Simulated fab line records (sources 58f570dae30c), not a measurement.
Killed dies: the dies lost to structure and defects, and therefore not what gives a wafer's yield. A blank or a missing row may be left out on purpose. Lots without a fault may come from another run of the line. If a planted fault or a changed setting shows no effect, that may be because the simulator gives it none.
Split-lot trial || flow berkeley-cmos170 || 5 lots, 23 wafers read, on a route of 331 steps

SPLIT DETAILS
At UCB170_PVT_IMPLANT_07, the setting dose-cm2 was moved away from the recipe's 2e+12 on 9 of the 23 wafers read, by -6.6% to -4.7%. This setting was run at the recipe's value on the other wafers.

FROM SPLIT TO READING: 1 step shown by the file between the two
- UCB170_PVT_STRIP_08: strips in O2

THE READING
PVT_TW, at UCB170_PVT_TW_MEAS_09. A value of 509 with a standard deviation of 3.7 is what fault-free wafers of this fab line usually give.

{"wafer": "L074.2", "tool, chamber at the split": "implanter-02, 0", "dose-cm2 as run": 1.896e+12, "against the recipe": "-5.2%", "PVT_TW": 502, "against lot-mates on the recipe": -8}
{"wafer": "L074.3", "tool, chamber at the split": "implanter-02, 0", "dose-cm2 as run": 2e+12, "against the recipe": "recipe", "PVT_TW": 512, "against lot-mates on the recipe": "-"}
{"wafer": "L074.4", "tool, chamber at the split": "implanter-02, 0", "dose-cm2 as run": 2e+12, "against the recipe": "recipe", "PVT_TW": 511, "against lot-mates on the recipe": "-"}
{"wafer": "L074.5", "tool, chamber at the split": "implanter-02, 0", "dose-cm2 as run": 1.896e+12, "against the recipe": "-5.2%", "PVT_TW": 503, "against lot-mates on the recipe": -7}
{"wafer": "L074.6", "tool, chamber at the split": "implanter-02, 0", "dose-cm2 as run": 2e+12, "against the recipe": "recipe", "PVT_TW": 508, "against lot-mates on the recipe": "-"}
{"wafer": "L077.1", "tool, chamber at the split": "implanter-02, 0", "dose-cm2 as run": 2e+12, "against the recipe": "recipe", "PVT_TW": 509, "against lot-mates on the recipe": "-"}
{"wafer": "L077.3", "tool, chamber at the split": "implanter-02, 0", "dose-cm2 as run": 1.868e+12, "against the recipe": "-6.6%", "PVT_TW": 499, "against lot-mates on the recipe": -11}
{"wafer": "L077.4", "tool, chamber at the split": "implanter-02, 0", "dose-cm2 as run": 2e+12, "against the recipe": "recipe", "PVT_TW": 510, "against lot-mates on the recipe": "-"}
{"wafer": "L077.5", "tool, chamber at the split": "implanter-02, 0", "dose-cm2 as run": 1.868e+12, "against the recipe": "-6.6%", "PVT_TW": 500, "against lot-mates on the recipe": -10}
{"wafer": "L077.6", "tool, chamber at the split": "implanter-02, 0", "dose-cm2 as run": 2e+12, "against the recipe": "recipe", "PVT_TW": 511, "against lot-mates on the recipe": "-"}
{"wafer": "L075.1", "tool, chamber at the split": "implanter-04, 0", "dose-cm2 as run": 1.883e+12, "against the recipe": "-5.8%", "PVT_TW": 500, "against lot-mates on the recipe": -10}
{"wafer": "L075.2", "tool, chamber at the split": "implanter-04, 0", "dose-cm2 as run": 2e+12, "against the recipe": "recipe", "PVT_TW": 511, "against lot-mates on the recipe": "-"}
{"wafer": "L075.4", "tool, chamber at the split": "implanter-04, 0", "dose-cm2 as run": 1.883e+12, "against the recipe": "-5.8%", "PVT_TW": 497, "against lot-mates on the recipe": -13}
{"wafer": "L075.5", "tool, chamber at the split": "implanter-04, 0", "dose-cm2 as run": 2e+12, "against the recipe": "recipe", "PVT_TW": 507, "against lot-mates on the recipe": "-"}
{"wafer": "L075.6", "tool, chamber at the split": "implanter-04, 0", "dose-cm2 as run": 2e+12, "against the recipe": "recipe", "PVT_TW": 511, "against lot-mates on the recipe": "-"}
{"wafer": "L076.1", "tool, chamber at the split": "implanter-03, 0", "dose-cm2 as run": 1.906e+12, "against the recipe": "-4.7%", "PVT_TW": 513, "against lot-mates on the recipe": -6}
{"wafer": "L076.2", "tool, chamber at the split": "implanter-03, 0", "dose-cm2 as run": 2e+12, "against the recipe": "recipe", "PVT_TW": 520, "against lot-mates on the recipe": "-"}
{"wafer": "L076.3", "tool, chamber at the split": "implanter-03, 0", "dose-cm2 as run": 1.906e+12, "against the recipe": "-4.7%", "PVT_TW": 509, "against lot-mates on the recipe": -10}
{"wafer": "L076.4", "tool, chamber at the split": "implanter-03, 0", "dose-cm2 as run": 1.906e+12, "against the recipe": "-4.7%", "PVT_TW": 508, "against lot-mates on the recipe": -11}
{"wafer": "L076.5", "tool, chamber at the split": "implanter-03, 0", "dose-cm2 as run": 2e+12, "against the recipe": "recipe", "PVT_TW": 518, "against lot-mates on the recipe": "-"}
{"wafer": "L080.1", "tool, chamber at the split": "implanter-02, 0", "dose-cm2 as run": 2e+12, "against the recipe": "recipe", "PVT_TW": 506, "against lot-mates on the recipe": "-"}
{"wafer": "L080.2", "tool, chamber at the split": "implanter-02, 0", "dose-cm2 as run": 2e+12, "against the recipe": "recipe", "PVT_TW": 509, "against lot-mates on the recipe": "-"}
{"wafer": "L080.6", "tool, chamber at the split": "implanter-02, 0", "dose-cm2 as run": 2e+12, "against the recipe": "recipe", "PVT_TW": 511, "against lot-mates on the recipe": "-"}

FIT RESULTS
A straight line over all 23 wafers: PVT_TW changes by +1.5 for each +1% of dose-cm2; r = +0.72; the points scatter about the line by 4.1.
The same after taking each lot's own level away (the mean of its wafers on the recipe; 23 wafers): +1.72 for each +1%; r = +0.94; scatter 1.8.
The reading moves by 11 for the largest change in dose-cm2, on that fit.
Across the lots, their own levels run from 508.7 to 519.0, a range of 2.8 times the standard deviation given above.
So the lot-to-lot level blurs the effect unless lot-mates are compared.
Check: -11.5 against its lot-mates is what the line predicts for one of the wafers moved furthest among these (-6.6%) when that wafer is left out of the fit. Against them it came out at -11.

THESE WAFERS: OTHER SPLITS
Other splits were also applied to these wafers ahead of the reading. Each is held against what the fit with the lots' levels taken away leaves over:
{"other split on the same wafers": "UCB170_START_OXIDATION_02 temp-c", "wafers away from the commonest value": 10, "r with PVT_TW (lot level and that fit taken away)": "+0.05"}
{"other split on the same wafers": "UCB170_NWELL_COAT_07 resist-thk-nm", "wafers away from the commonest value": 8, "r with PVT_TW (lot level and that fit taken away)": -0.12}
{"other split on the same wafers": "UCB170_NWELL_ETCH_13 over-etch-frac", "wafers away from the commonest value": 7, "r with PVT_TW (lot level and that fit taken away)": "+0.21"}
{"other split on the same wafers": "UCB170_PWELL_CVD_05 sih2cl2-flow-sccm", "wafers away from the commonest value": 15, "r with PVT_TW (lot level and that fit taken away)": -0.12}
{"other split on the same wafers": "UCB170_PWELL_ETCH_14 time-s", "wafers away from the commonest value": 9, "r with PVT_TW (lot level and that fit taken away)": -0.18}
{"other split on the same wafers": "UCB170_ACTIVE_OXIDATION_02 ox-time-s", "wafers away from the commonest value": 18, "r with PVT_TW (lot level and that fit taken away)": "+0.25"}
{"other split on the same wafers": "UCB170_ACTIVE_STRIP_16 power-w", "wafers away from the commonest value": 4, "r with PVT_TW (lot level and that fit taken away)": -0.02}
{"other split on the same wafers": "UCB170_PFIELD_IMPLANT_07 energy-kev", "wafers away from the commonest value": 7, "r with PVT_TW (lot level and that fit taken away)": -0.23}

FILE'S OWN FIT
PVT_TW changes by +1.7 for each +1% of dose-cm2, r = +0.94.
